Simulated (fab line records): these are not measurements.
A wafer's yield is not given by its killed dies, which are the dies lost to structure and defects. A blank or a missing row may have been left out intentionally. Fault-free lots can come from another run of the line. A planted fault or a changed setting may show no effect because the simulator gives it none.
Struck lot and sound lot, side by side | flow berkeleyCmos170 | 14 steps out of a route of 331
Sound: the wafers L220.1, L220.3, L220.6. The struck wafers were L229.1, L229.2, L229.4. The cause comes at the end.
At each step with rows: each side's tool, then ch and its chambers, then its first start. Under that, the readings that differ: sound wafers | struck wafers | difference of the means | sigmas: that difference in standard deviations of wafers without a fault.
alike: readings with means less than 2 such deviations apart, plus words and numbers identical on both sides. not compared: withheld readings, readings lacking a value on some wafer, bounds such as >300 that could conceal the same value, and numbers that have no deviation in the record and whose values overlap.
The two part at a step that has a row with sigmas, a row that says differs or no value, or rows on one side only. Numbers that don't overlap but have no deviation are shown without sigmas and don't part them. A reading missing from all wafers of one side parts the sides only when that side holds two or more wafers.

first, 3 steps without rows for these wafers: UCB170_ACTIVE_EXPOSE_10 (exposes mask ACTIVE, target cd 1200 nm); UCB170_ACTIVE_PEB_11; UCB170_ACTIVE_DEVELOP_12 (develop time 45 s).
UCB170_ACTIVE_CD_MEAS_13: target cd 1200 nm.
  sound: cdSem-01 at day 6 14:32; struck: cdSem-01 at day 8 08:34
  alike: cdNm
UCB170_ACTIVE_OVL_MEAS_14:
  sound: overlay-02 at day 6 14:39; struck: overlay-01 at day 8 08:41
  alike: ACTIVE_OVL
UCB170_ACTIVE_ETCH_15: etches Si3N4 in CH3F/Ar/O2, stops on SiO2, target depth 242 nm, time 151 s.
  sound on rieDiel-03 ch 1,3, day 6 14:41; struck on rieDiel-03 ch 0,2,3, day 8 08:44
  alike: drypumpMotorCurrentA, mfcArSccm, oesProductAu, throttleValvePct
  not compared: rfHoursCounterH
UCB170_ACTIVE_STRIP_16: strips in O2.
  sound on plasmaAsher-01 ch 0, day 6 14:47; struck on plasmaAsher-02 ch 0,1, day 8 08:50
  alike: drypumpMotorCurrentA, oesProductAu, stripTimeToEndpointS
  not compared: rfHoursCounterH
UCB170_ACTIVE_CD_MEAS_90: target cd 1200 nm.
  sound: cdSem-02 at day 6 14:53; struck: cdSem-01 at day 8 08:56
  alike: cdNm
then, 4 steps without rows for these wafers: UCB170_ACTIVE_CLEAN_17 (cleans in SPM, time 600 s); UCB170_PFIELD_HMDS_00 (prime time 60 s); UCB170_PFIELD_COAT_01 (resist thk 900 nm); UCB170_PFIELD_SOFTBAKE_02 (time 60 s).
UCB170_PFIELD_EXPOSE_03: exposes mask PFIELD, target cd 1500 nm.
  struck on krfScanner-01, day 8 09:48; sound on krfScanner-01 ch 0, day 6 16:03
  no value came back on the struck wafers for exposureDoseMJCm2, focusOffsetNm (nm); on the sound wafers exposureDoseMJCm2 reads 30.48 30.45 30.49
  alike: mask
next, for these wafers, 1 step has no rows: UCB170_PFIELD_PEB_04.

WHERE THEY PART
At UCB170_PFIELD_EXPOSE_03 and nowhere else, as far as this record goes.

WHY: the cause the simulator had injected
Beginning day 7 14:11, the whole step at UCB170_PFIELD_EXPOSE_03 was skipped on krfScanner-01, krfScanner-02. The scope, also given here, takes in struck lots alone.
